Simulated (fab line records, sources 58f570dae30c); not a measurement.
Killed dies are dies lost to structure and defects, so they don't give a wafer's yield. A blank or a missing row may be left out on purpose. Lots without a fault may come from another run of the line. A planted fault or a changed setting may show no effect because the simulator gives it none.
fab line records | flow berkeley_cmos170
record lots=6 wafers=18 last_day=12
route steps=331 shown CONTACT@226 M1@238
lots that met no fault: from a run of the same line without faults
start_h: hours from the record's first day to the start of the lot's first wafer shown | wait_h: hours since the lot's step before | " the same as in the row above | L1.1+2: a row that stands for several wafers | - no value, or no start given | * or withheld: withheld | < > ~ a bound
route shown NAME@n: a module of which the file shows steps, and the number in the route of the first | usual: mean/standard deviation of fault-free wafers | same: alike in all rows | chamber/n: place in a boat | sites: the reading at each site | _std_site: their standard deviation | _edge_site: outer sites' mean less inner sites' | radius_mm: how far each site lies from the wafer's centre | mask NAME#n: copy n | behind: the tool/chamber that last shaped the wafer | hold: why the lot was held/for how many hours/how that ended | device: the transistor (n, p or np) that didn't switch | end of line: the same wafers' tests at the end of the route | a step without rows: its recipe alone | killed: dies lost to structure and defects at the first sort, not the wafer's yield | map: a wafer's dies, x killed, . not, _ none there
set.NAME: the setting as run; set.NAME@STEP: as run at that earlier step | model.NAME: the simulator's own value behind a step, which no gauge read
lots at some steps of the route; a table a step, a row a wafer
services: from which hour (start_h, from the record's first day; less than 0 if before it) a tool's chamber was out of use, for how many hours, and why
## steps
# step UCB170_CONTACT_COAT_10
# recipe resist=KrF spin_rpm=1500 resist_thk_nm=891.4
# step UCB170_CONTACT_SOFTBAKE_11
# recipe resist=KrF temp_c=130 time_s=60
# step UCB170_CONTACT_EXPOSE_12
# recipe mask_id=CONT target_cd_nm=700 na=0.5 sigma_outer=0.6 source_shape=conventional dose_mj=35
# step UCB170_CONTACT_PEB_13
# recipe peb_temp_c=130 peb_time_s=withheld resist=KrF
# step UCB170_CONTACT_DEVELOP_14
# recipe developer=TMAH develop_time_s=45 resist=KrF dev_temp_c=21
# step UCB170_CONTACT_CD_MEAS_15
# recipe target_cd_nm=700
# usual cd_nm=700.1/1.4
# columns lot.wafer tool chamber start_h wait_h cd_nm
L757.1 cd_sem-01 - 160.13 - 700.1
L757.3 " - " " 698.8
L757.5 " - " " 699.8
L764.1 cd_sem-01 - 189.93 - 700.9
L764.2 " - " " 700.4
L764.6 " - " " 699.5
L766.2 cd_sem-02 - 190.22 - 697.9
L766.3 " - " " 698.0
L766.6 " - " " 699.0
L765.1 cd_sem-02 - 190.41 - 701.4
L765.4 " - " " 700.5
L765.5 " - " " 700.6
L769.1 cd_sem-02 - 212.94 - 699.5
L769.2 " - " " 698.8
L769.3 " - " " 698.9
L777.2 cd_sem-02 - 255.57 - 700.6
L777.3 " - " " 700.6
L777.6 " - " " 700.5
# step UCB170_CONTACT_OVL_MEAS_16
# usual CONTACT_OVL=-2/5.9
# columns lot.wafer tool chamber start_h wait_h CONTACT_OVL[nm]
L757.1 overlay-02 - 160.25 0.1 -6
L757.3 " - " " -7
L757.5 " - " " -2
L764.1 overlay-02 - 190.05 0.1 0
L764.2 " - " " 1
L764.6 " - " " 4
L766.2 overlay-02 - 190.33 0.1 -7
L766.3 " - " " 4
L766.6 " - " " -2
L765.1 overlay-01 - 190.53 0.1 3
L765.4 " - " " 4
L765.5 " - " " 1
L769.1 overlay-02 - 213.06 0.1 -13
L769.2 " - " " -7
L769.3 " - " " -10
L777.2 overlay-02 - 255.68 0.1 -3
L777.3 " - " " -6
L777.6 " - " " -8
# step UCB170_CONTACT_ETCH_17
# recipe chemistry=N2/H2 target_depth_a=withheld overetch_a=withheld target=BARC time_s=withheld source_w=500 bias_w=100 pressure_mtorr=30 n2_flow_sccm=100 h2_flow_sccm=200
# usual drypump_motor_current_A=5.8/0.43 n2_flow_sccm=99.94/0.28 oes_product_au=1.007/0.015 throttle_valve_pct=13.36/0.16
# columns lot.wafer tool chamber start_h wait_h drypump_motor_current_A n2_flow_sccm oes_product_au throttle_valve_pct
L757.1 rie_diel-02 2 160.28 0.0 5.8 99.87 0.998 13.64
L757.3 " 0 " " 6.1 100.17 1.025 13.18
L757.5 " 0 " " 6.1 99.83 1.026 13.17
L764.1 rie_diel-04 3 190.08 0.0 5.5 100.06 0.997 13.24
L764.2 " 2 " " 5.2 99.91 1.004 13.50
L764.6 " 2 " " 5.2 99.98 1.000 13.51
L766.2 rie_diel-01 1 190.36 0.0 5.0 100.04 1.010 13.44
L766.3 " 0 " " 5.9 100.24 1.043 13.34
L766.6 " 3 " " 6.0 99.71 0.982 13.19
L765.1 rie_diel-04 2 190.56 0.0 5.3 99.80 1.006 13.50
L765.4 " 1 " " 6.1 100.25 0.993 13.38
L765.5 " 3 " " 5.5 100.11 1.006 13.24
L769.1 rie_diel-04 0 213.09 0.0 5.9 100.02 1.028 13.13
L769.2 " 3 " " 5.5 100.15 1.008 13.22
L769.3 " 2 " " 5.3 100.17 1.008 13.50
L777.2 rie_diel-01 1 255.71 0.0 5.1 99.52 1.004 13.43
L777.3 " 0 " " 5.9 100.12 1.036 13.35
L777.6 " 3 " " 6.0 99.91 0.986 13.17
# step UCB170_CONTACT_ETCH_18
# recipe chemistry=CHF3/CF4/Ar target=PSG stop_on=TiSi2 CHF3_flow_sccm=45 cf4_flow_sccm=15 Ar_flow_sccm=150 pressure_mtorr=200 rf_w=700 target_depth_a=8400 over_etch_frac=0.2 time_s=195
# usual drypump_motor_current_A=5.8/0.43 oes_product_au=0.903/0.015 throttle_valve_pct=6.97/0.11
# same over_etch_frac=0.2
# columns lot.wafer tool chamber start_h wait_h drypump_motor_current_A oes_product_au rf_hours_counter_h throttle_valve_pct
L757.1 rie_diel-02 2 - - 5.9 0.904 47 7.11
L757.3 " 0 " " 6.1 0.916 24 6.88
L757.5 " 0 " " 6.1 0.909 - 6.87
L764.1 rie_diel-04 3 - - 5.5 0.906 7 6.84
L764.2 " 2 " " 5.3 0.896 79 7.11
L764.6 " 2 " " 5.2 0.906 - 7.10
L766.2 rie_diel-01 1 - - 5.1 0.915 85 7.07
L766.3 " 0 " " 5.9 0.928 66 6.94
L766.6 " 3 " " 6.0 0.881 - 6.85
L765.1 rie_diel-04 2 - - 5.3 0.894 80 7.11
L765.4 " 1 " " 6.1 0.877 - 6.99
L765.5 " 3 " " 5.5 0.883 - 6.82
L769.1 rie_diel-04 0 - - 5.8 0.929 1 6.81
L769.2 " 3 " " 5.5 0.889 8 6.82
L769.3 " 2 " " 5.3 0.894 81 7.13
L777.2 rie_diel-01 1 - - 5.1 0.911 89 7.08
L777.3 " 0 " " 5.9 0.920 69 6.94
L777.6 " 3 " " 6.0 0.877 - 6.84
# step UCB170_CONTACT_STRIP_19
# recipe chemistry=O2 power_w=400 pressure_mtorr=3500 platen_temp_c=withheld o2_flow_sccm=400 overash_fraction=0.5
# usual drypump_motor_current_A=5.8/0.54 oes_product_au=0.725/0.0046
# columns lot.wafer tool chamber start_h wait_h drypump_motor_current_A oes_product_au rf_hours_counter_h
L757.1 plasma_asher-04 0 160.45 - 5.1 0.722 42
L757.3 " 0 " " 5.2 0.723 -
L757.5 " 1 " " 5.5 0.719 -
L764.1 plasma_asher-04 1 190.25 - 5.5 0.733 44
L764.2 " 0 " " 5.1 0.724 44
L764.6 " 0 " " 5.1 0.732 -
L766.2 plasma_asher-02 1 190.53 - 6.6 0.734 52
L766.3 " 0 " " 6.4 0.725 -
L766.6 " 0 " " 6.4 0.714 -
L765.1 plasma_asher-03 1 190.73 - 5.3 0.731 8
L765.4 " 1 " " 5.4 0.742 -
L765.5 " 0 " " 5.9 0.728 -
L769.1 plasma_asher-04 1 213.26 - 5.5 0.724 47
L769.2 " 0 " " 5.1 0.728 47
L769.3 " 0 " " 5.2 0.735 -
L777.2 plasma_asher-02 1 255.87 - 6.6 0.723 59
L777.3 " 1 " " 6.6 0.724 -
L777.6 " 0 " " 6.5 0.731 -
# step UCB170_CONTACT_CD_MEAS_90
# recipe target_cd_nm=700
# usual cd_nm=700.0/1.4
# columns lot.wafer tool chamber start_h wait_h cd_nm
L757.1 cd_sem-01 - 160.55 0.1 699.9
L757.3 " - " " 698.3
L757.5 " - " " 699.8
L764.1 cd_sem-01 - 190.35 0.1 700.8
L764.2 " - " " 699.9
L764.6 " - " " 700.2
L766.2 cd_sem-01 - 190.74 0.2 697.8
L766.3 " - " " 698.6
L766.6 " - " " 698.7
L765.1 cd_sem-01 - 190.84 0.1 700.8
L765.4 " - " " 700.6
L765.5 " - " " 700.5
L769.1 cd_sem-02 - 213.36 0.1 699.1
L769.2 " - " " 698.6
L769.3 " - " " 699.3
L777.2 cd_sem-01 - 255.99 0.1 700.7
L777.3 " - " " 700.3
L777.6 " - " " 700.8
# step UCB170_CONTACT_CLEAN_20
# recipe chemistry=SPM temp_c=120 time_s=600
# step UCB170_M1_SPUTTER_00
# recipe material=Al target_thk_nm=600 time_s=80 power_w=6000 chamber_pressure_pa=0.5
# usual throttle_valve_pct=30.1/0.93
# columns lot.wafer tool chamber start_h wait_h throttle_valve_pct
L757.1 pvd_sputter-02 - 160.86 0.0 29.6
L757.3 " - " " 28.8
L757.5 " - " " 29.5
L764.1 pvd_sputter-02 - 190.64 0.0 28.5
L764.2 " - " " 30.8
L764.6 " - " " 28.6
L766.2 pvd_sputter-02 - 191.01 0.0 29.5
L766.3 " - " " 30.9
L766.6 " - " " 29.7
L765.1 pvd_sputter-01 - 191.13 0.0 30.7
L765.4 " - " " 32.1
L765.5 " - " " 31.3
L765.1 pvd_sputter-01 - 191.36 0.2 30.7
L765.4 " - " " 32.2
L765.5 " - " " 30.8
L769.1 pvd_sputter-02 - 213.66 0.0 28.7
L769.2 " - " " 30.8
L769.3 " - " " 29.5
L769.1 pvd_sputter-02 - 213.88 0.2 28.7
L769.2 " - " " 30.5
L769.3 " - " " 29.9
L777.2 pvd_sputter-03 - 256.27 0.0 30.5
L777.3 " - " " 29.7
L777.6 " - " " 30.6
# step UCB170_M1_RS_MEAS_01
# recipe thk_meas_gauge=four-point-probe reads=Al_of_M1_SPUTTER_00
# usual M1_AL_RS=0.0485/0.0004
# columns lot.wafer tool chamber start_h wait_h M1_AL_RS[ohm/sq]
L757.1 film_metro-03 - 160.92 0.0 0.0495
L757.3 " - " " 0.0491
L757.5 " - " " 0.0493
L764.1 film_metro-02 - 190.70 0.0 0.0487
L764.2 " - " " 0.0489
L764.6 " - " " 0.0487
L766.2 film_metro-03 - 191.09 0.1 0.0483
L766.3 " - " " 0.0483
L766.6 " - " " 0.0486
L765.1 film_metro-01 - 191.42 0.0 0.0239
L765.4 " - " " 0.0240
L765.5 " - " " 0.0240
L769.1 film_metro-02 - 213.95 0.0 0.0240
L769.2 " - " " 0.0241
L769.3 " - " " 0.0242
L777.2 film_metro-02 - 256.35 0.1 0.0492
L777.3 " - " " 0.0490
L777.6 " - " " 0.0493
# step UCB170_M1_THK_MEAS_02
# recipe thk_meas_gauge=xrf reads=Al_of_M1_SPUTTER_00
# usual M1_AL_THK=599/7.4
# columns lot.wafer tool chamber start_h wait_h M1_AL_THK[nm]
L757.1 film_metro-03 - 161.04 0.1 587
L757.3 " - " " 590
L757.5 " - " " 587
L764.1 film_metro-02 - 190.82 0.1 604
L764.2 " - " " 598
L764.6 " - " " 603
L766.2 film_metro-03 - 191.20 0.1 600
L766.3 " - " " 607
L766.6 " - " " 600
L765.1 film_metro-01 - 191.54 0.1 1191
L765.4 " - " " 1184
L765.5 " - " " 1186
L769.1 film_metro-02 - 214.07 0.1 1206
L769.2 " - " " 1207
L769.3 " - " " 1199
L777.2 film_metro-02 - 256.46 0.1 598
L777.3 " - " " 601
L777.6 " - " " 594
# step UCB170_M1_COAT_03
# recipe resist=BARC temp_c=withheld time_s=withheld spin_rpm=3000 resist_thk_nm=withheld
# step UCB170_M1_COAT_04
# recipe resist=KrF spin_rpm=1500 resist_thk_nm=900
# step UCB170_M1_SOFTBAKE_05
# recipe resist=KrF temp_c=130 time_s=60
# step UCB170_M1_EXPOSE_06
# recipe mask_id=METAL1 target_cd_nm=700 na=0.5 sigma_outer=0.6 source_shape=conventional dose_mj=21
# step UCB170_M1_PEB_07
# recipe peb_temp_c=130 peb_time_s=withheld resist=KrF
# step UCB170_M1_DEVELOP_08
# recipe developer=TMAH develop_time_s=45 resist=KrF dev_temp_c=21
# step UCB170_M1_CD_MEAS_09
# recipe target_cd_nm=700
# usual cd_nm=699.7/1.2
# columns lot.wafer tool chamber start_h wait_h cd_nm
L757.1 cd_sem-02 - 162.00 - 699.9
L757.3 " - " " 699.6
L757.5 " - " " 699.2
L764.1 cd_sem-02 - 192.06 - 699.9
L764.2 " - " " 700.6
L764.6 " - " " 700.9
L766.2 cd_sem-02 - 193.08 - 699.3
L766.3 " - " " 699.2
L766.6 " - " " 699.5
L765.1 cd_sem-02 - 193.21 - 698.5
L765.4 " - " " 698.7
L765.5 " - " " 698.7
L769.1 cd_sem-02 - 215.68 - 700.9
L769.2 " - " " 699.3
L769.3 " - " " 700.2
L777.2 cd_sem-02 - 257.73 - 700.5
L777.3 " - " " 701.1
L777.6 " - " " 701.4
# step UCB170_M1_OVL_MEAS_10
# usual M1_OVL=-5/4.7
# columns lot.wafer tool chamber start_h wait_h M1_OVL[nm]
L757.1 overlay-01 - 162.12 0.1 -9
L757.3 " - " " 0
L757.5 " - " " -4
L764.1 overlay-01 - 192.18 0.1 -6
L764.2 " - " " -9
L764.6 " - " " -11
L766.2 overlay-01 - 193.19 0.1 -7
L766.3 " - " " -8
L766.6 " - " " -1
L765.1 overlay-01 - 193.33 0.1 1
L765.4 " - " " 4
L765.5 " - " " 5
L769.1 overlay-02 - 215.80 0.1 -7
L769.2 " - " " -14
L769.3 " - " " 1
L777.2 overlay-02 - 257.84 0.1 -7
L777.3 " - " " 4
L777.6 " - " " -6
# step UCB170_M1_ETCH_11
# recipe chemistry=N2/H2 target_depth_a=withheld overetch_a=withheld target=BARC time_s=withheld source_w=500 bias_w=100 pressure_mtorr=30 n2_flow_sccm=100 h2_flow_sccm=200
# usual drypump_motor_current_A=5.7/0.44 n2_flow_sccm=100.0/0.32 oes_product_au=1.004/0.017 throttle_valve_pct=13.37/0.14
# columns lot.wafer tool chamber start_h wait_h drypump_motor_current_A n2_flow_sccm oes_product_au throttle_valve_pct
L757.1 rie_diel-03 3 162.16 0.0 5.5 100.4 1.004 13.50
L757.3 " 1 " " 6.0 100.1 1.022 13.27
L757.5 " 0 " " 5.1 99.9 1.019 13.33
L764.1 rie_diel-03 3 192.22 0.0 5.6 99.9 1.002 13.49
L764.2 " 0 " " 5.1 99.9 1.013 13.32
L764.6 " 1 " " 6.0 100.1 1.015 13.27
L766.2 rie_diel-03 1 193.22 0.0 6.0 100.6 1.018 13.27
L766.3 " 2 " " 6.3 100.2 0.972 13.52
L766.6 " 3 " " 5.5 99.5 1.012 13.51
L765.1 rie_diel-04 2 193.36 0.0 5.3 99.7 1.007 13.49
L765.4 " 1 " " 6.1 100.1 0.995 13.39
L765.5 " 3 " " 5.5 99.7 0.997 13.23
L769.1 rie_diel-04 0 215.83 0.0 5.9 99.9 1.030 13.13
L769.2 " 2 " " 5.3 100.1 1.006 13.52
L769.3 " 3 " " 5.5 99.9 0.995 13.24
L777.2 rie_diel-04 3 257.87 0.0 5.5 100.0 0.998 13.25
L777.3 " 1 " " 6.1 99.6 0.997 13.39
L777.6 " 2 " " 5.3 100.3 1.010 13.51
# step UCB170_M1_METAL_ETCH_12
# recipe chemistry=Cl2/BCl3 target=Al stop_on=PSG pressure_mtorr=12 target_depth_a=7800 over_etch_frac=0.3 time_s=130 icp_w=600 bias_w=120 Cl2_flow_sccm=90 bcl3_flow_sccm=45
# usual drypump_motor_current_A=5.6/0.6 mfc_cl2_sccm=90.00/0.25 oes_product_au=0.860/0.012 throttle_valve_pct=24.45/0.28
# same over_etch_frac=0.3
# columns lot.wafer tool chamber start_h wait_h drypump_motor_current_A mfc_cl2_sccm oes_product_au rf_hours_counter_h throttle_valve_pct model.etch.depth_nm model.M1.feature_depth_nm
L757.1 rie_metal-02 0 162.20 - 6.4 89.90 0.844 2 24.28 589.5 627.5
L757.3 " 0 " " 6.3 90.48 0.841 - 24.28 592.8 630.6
L757.5 " 0 " " 6.3 89.97 0.838 - 24.27 590.4 628
L764.1 rie_metal-03 1 192.26 - 5.2 90.42 0.844 0 24.87 599.1 635.9
L764.2 " 0 " " 4.9 89.88 0.863 7 24.08 597.2 634.6
L764.6 " 0 " " 4.9 89.79 0.873 - 24.07 599.4 637.2
L766.2 rie_metal-01 0 193.26 - 6.5 90.27 0.861 5 24.65 601.8 639.7
L766.3 " 0 " " 6.5 90.17 0.868 - 24.66 603 640.9
L766.6 " 0 " " 6.5 90.37 0.853 - 24.67 599.2 637.3
L765.1 rie_metal-03 0 193.40 - 4.9 90.02 1.007 8 24.01 776.8 776.8
L765.4 " 0 " " 4.9 90.18 1.005 - 24.03 767.7 767.7
L765.5 " 1 " " 5.2 90.24 0.976 - 24.81 762.5 762.5
L769.1 rie_metal-03 0 215.88 - 4.9 90.13 1.019 8 24.02 787.7 787.7
L769.2 " 1 " " 5.2 89.85 0.980 1 24.80 767.9 767.9
L769.3 " 0 " " 4.9 90.26 1.017 - 24.01 783.7 783.7
L777.2 rie_metal-03 0 257.91 - 4.9 90.05 0.864 9 24.08 593.7 631.8
L777.3 " 0 " " 4.9 90.05 0.867 - 24.10 595.6 633.4
L777.6 " 0 " " 4.9 90.11 0.864 - 24.09 591.4 629.3
# step UCB170_M1_STRIP_13
# recipe chemistry=O2 power_w=400 pressure_mtorr=3500 platen_temp_c=withheld o2_flow_sccm=400 overash_fraction=0.5
# usual drypump_motor_current_A=5.9/0.58 oes_product_au=0.720/0.0047
# columns lot.wafer tool chamber start_h wait_h drypump_motor_current_A oes_product_au rf_hours_counter_h
L757.1 plasma_asher-02 0 162.33 0.1 6.5 0.720 50
L757.3 " 0 " " 6.5 0.718 -
L757.5 " 1 " " 6.6 0.718 -
L764.1 plasma_asher-01 1 192.39 0.1 5.8 0.724 44
L764.2 " 0 " " 5.0 0.722 44
L764.6 " 1 " " 5.8 0.714 -
L766.2 plasma_asher-01 1 193.39 0.1 5.8 0.722 44
L766.3 " 1 " " 5.8 0.722 -
L766.6 " 0 " " 5.0 0.717 -
L765.1 plasma_asher-02 1 193.54 0.1 6.6 0.723 53
L765.4 " 0 " " 6.5 0.722 -
L765.5 " 1 " " 6.6 0.720 -
L769.1 plasma_asher-02 1 216.01 0.1 6.6 0.716 55
L769.2 " 0 " " 6.5 0.707 55
L769.3 " 0 " " 6.4 0.709 -
L777.2 plasma_asher-01 1 258.05 0.1 5.8 0.733 51
L777.3 " 0 " " 5.0 0.721 -
L777.6 " 0 " " 5.0 0.711 -
## services
# columns tool chamber start_h hours kind
rie_diel-01 0 141.57 8.7 repair
rie_metal-01 - 142.60 0.8 repair
rie_metal-03 1 144.37 - clean
rie_metal-03 1 144.37 23.1 scheduled_down
rie_metal-03 1 144.37 23.1 vent_cycle
plasma_asher-01 - 145.87 6.6 repair
rie_diel-02 0 163.29 4.0 repair
rie_diel-01 1 171.87 4.1 repair
pvd_sputter-03 - 178.18 2.3 repair
rie_diel-04 0 183.58 - clean
rie_diel-04 0 183.58 15.1 scheduled_down
rie_diel-04 0 183.58 15.1 vent_cycle
pvd_sputter-03 - 189.27 2.0 repair
rie_diel-01 0 195.05 6.5 repair
rie_diel-02 3 197.94 9.5 repair
pvd_sputter-01 - 198.76 0.7 repair
plasma_asher-02 - 204.21 5.4 repair
plasma_asher-01 - 209.15 2.3 repair
plasma_asher-04 - 214.87 0.4 repair
rie_metal-02 1 227.96 5.0 repair
rie_metal-03 - 238.09 14.6 pm
pvd_sputter-03 - 238.35 3.6 repair
plasma_asher-03 - 252.85 5.8 repair
## key
first_sign step=UCB170_M1_SPUTTER_00 reading=visit direction=added
effect step=UCB170_M1_RS_MEAS_01 reading=M1_AL_RS direction=down sigmas=61 usual=0.0485 struck=0.0240
effect step=UCB170_M1_THK_MEAS_02 reading=M1_AL_THK direction=up sigmas=81 usual=599 struck=1196
effect step=UCB170_M1_METAL_ETCH_12 reading=oes_product_au direction=up sigmas=12 usual=0.860 struck=1.001
model_effect step=UCB170_M1_METAL_ETCH_12 value=etch.depth_nm without=602 struck=774.4
met_at UCB170_M1_SPUTTER_00
struck_wafers L765.1,L765.4,L765.5,L769.1,L769.2,L769.3
later_rows_left_out L765.1,L765.4,L765.5,L769.1,L769.2,L769.3
sort_left_out L765.1,L765.4,L765.5,L769.1,L769.2,L769.3
fault kind=repeated_step_whole tool=pvd_sputter-01,pvd_sputter-02,pvd_sputter-03 chamber=- onset_h=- steps=UCB170_M1_SPUTTER_00 times=1 scope=struck_lots_only
# sort_left_out: the simulated sort isn't trusted on such a fault, so these wafers' sort isn't shown, and their yield isn't known
# later_rows_left_out: the simulator's readings of these wafers behind a module that went badly wrong aren't trusted and aren't shown, but for the sort
